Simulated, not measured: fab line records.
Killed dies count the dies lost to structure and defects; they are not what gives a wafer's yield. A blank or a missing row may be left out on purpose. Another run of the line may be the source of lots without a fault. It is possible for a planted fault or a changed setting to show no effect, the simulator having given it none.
Tool commonality check | flow berkeley-cmos170 | Lots sampled 14, wafers sampled 42

== REASON FOR OPENING ==
Of 14 lots, 2 have the reading M3_AL_RS flagged at UCB170_M3_RS_MEAS_02. No-fault wafers: 0.0321 ohm/sq, standard deviation 0.00031.
Rule: a lot is flagged when every wafer of it that has a number lies more than 4 standard deviations from that mean, or none has a number. As for the other lots, they are considered sound.

lot  | measured     | on            | M3_AL_RS (ohm/sq), wafer by wafer | flag
L183 | day 8 20:34  | film-metro-03 | 0.0324 0.0326 0.0325              |
L179 | day 8 21:59  | film-metro-03 | 0.0318 0.0320 0.0319              |
L182 | day 9 04:44  | film-metro-01 | 0.0321 0.0323 0.0322              |
L181 | day 9 04:53  | film-metro-04 | 0.0321 0.0320 0.0319              |
L186 | day 10 00:42 | film-metro-04 | 0.0320 0.0318 0.0319              |
L188 | day 10 01:37 | film-metro-04 | 0.0323 0.0322 0.0321              |
L192 | day 10 23:29 | film-metro-03 | 0.0204 0.0204 0.0205              | FLAGGED
L189 | day 11 06:51 | film-metro-03 | 0.0320 0.0322 0.0322              |
L191 | day 11 07:09 | film-metro-03 | 0.0206 0.0205 0.0205              | FLAGGED
L195 | day 11 10:13 | film-metro-01 | 0.0317 0.0316 0.0320              |
L197 | day 12 00:00 | film-metro-03 | 0.0322 0.0320 0.0321              |
L200 | day 12 13:41 | film-metro-04 | 0.0319 0.0318 0.0320              |
L202 | day 13 00:13 | film-metro-03 | 0.0329 0.0323 0.0329              |
L201 | day 13 01:32 | film-metro-01 | 0.0319 0.0323 0.0322              |
On average the flagged lots' numbers are 0.0205 ohm/sq, which is -0.0116 ohm/sq against the usual, or -37 standard deviations.

== LOT BY LOT: THE TOOL USED ==
The record holds 2 process steps before the reading, out of a route of 331 steps. Every cell lists first the tool, next ch and the chambers used by the sampled wafers, and last the start.
lot  | flag    | UCB170_V2_ETCH_14                  | UCB170_M3_SPUTTER_01
L183 |         | rie-diel-04 ch 0,3, day 8 19:58    | pvd-sputter-01, day 8 20:26
L179 |         | rie-diel-04 ch 1,3, day 8 21:25    | pvd-sputter-01, day 8 21:53
L182 |         | rie-diel-01 ch 1,2, day 9 04:10    | pvd-sputter-01, day 9 04:39
L181 |         | rie-diel-02 ch 0,3, day 9 04:19    | pvd-sputter-02, day 9 04:47
L186 |         | rie-diel-02 ch 0,1,2, day 10 00:08 | pvd-sputter-02, day 10 00:35
L188 |         | rie-diel-01 ch 1,3, day 10 01:02   | pvd-sputter-03, day 10 01:31
L192 | FLAGGED | rie-diel-02 ch 0,1,2, day 10 22:56 | pvd-sputter-01, day 10 23:23
L189 |         | rie-diel-04 ch 0,1,3, day 11 06:17 | pvd-sputter-02, day 11 06:45
L191 | FLAGGED | rie-diel-01 ch 0,2, day 11 06:34   | pvd-sputter-01, day 11 07:04
L195 |         | rie-diel-04 ch 0,2, day 11 09:40   | pvd-sputter-03, day 11 10:08
L197 |         | rie-diel-04 ch 0,1, day 11 23:28   | pvd-sputter-02, day 11 23:55
L200 |         | rie-diel-02 ch 0,1,3, day 12 13:08 | pvd-sputter-03, day 12 13:37
L202 |         | rie-diel-02 ch 2,3, day 12 23:40   | pvd-sputter-02, day 13 00:08
L201 |         | rie-diel-01 ch 0,1, day 13 00:58   | pvd-sputter-03, day 13 01:26
What is done by these steps:
- UCB170_V2_ETCH_14: etches SiO2 in CHF3/CF4/Ar, stops on Al, target depth 1250 nm, time 291 s.
- UCB170_M3_SPUTTER_01: material Al, target thk 900 nm, time 120 s.
- UCB170_M3_RS_MEAS_02: measures by four-point-probe.

== FLAGGED AGAINST TOTAL, ONE TOOL AT A TIME (gauges that did the reading follow at the end) ==
step                 | tool           | lots run | flagged | share of the flagged lots | sound lots run after its first flagged lot
UCB170_V2_ETCH_14    | rie-diel-01    | 4        | 1       | some                      | 1 (L201)
UCB170_V2_ETCH_14    | rie-diel-02    | 5        | 1       | some                      | 2 (L200,L202)
UCB170_V2_ETCH_14    | rie-diel-04    | 5        | 0       | none                      | -
UCB170_M3_SPUTTER_01 | pvd-sputter-01 | 5        | 2       | all                       | 0
UCB170_M3_SPUTTER_01 | pvd-sputter-02 | 5        | 0       | none                      | -
UCB170_M3_SPUTTER_01 | pvd-sputter-03 | 4        | 0       | none                      | -
UCB170_M3_RS_MEAS_02 | film-metro-01  | 3        | 0       | none                      | -
UCB170_M3_RS_MEAS_02 | film-metro-03  | 7        | 2       | all                       | 3 (L189,L197,L202)
UCB170_M3_RS_MEAS_02 | film-metro-04  | 4        | 0       | none                      | -

== WHAT IS ALLOWED BY THE TABLE ==
In 2 table rows, all flagged lots were run: pvd-sputter-01 (UCB170_M3_SPUTTER_01), film-metro-03 (UCB170_M3_RS_MEAS_02).
- pvd-sputter-01 at UCB170_M3_SPUTTER_01 ran 5 lots, 2 of them flagged. Its last sound lot is L182 (day 9 04:39), its first flagged lot L192 (day 10 23:23): a fault that began between those two fits.
- film-metro-03 at UCB170_M3_RS_MEAS_02 ran 7 lots, 2 of them flagged. Sound lots followed the first flagged one (L189, L197, L202) on it, something a lasting fault affecting the whole tool could not allow.
What remains is a single tool, pvd-sputter-01 at UCB170_M3_SPUTTER_01.

== WHAT WAS PUT IN BY THE SIMULATOR ==
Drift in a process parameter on pvd-sputter-01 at UCB170_M3_SPUTTER_01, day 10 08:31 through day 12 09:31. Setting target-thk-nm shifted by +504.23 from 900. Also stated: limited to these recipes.
Struck lots among those shown: L192, L191. This agrees with what the rule above found.
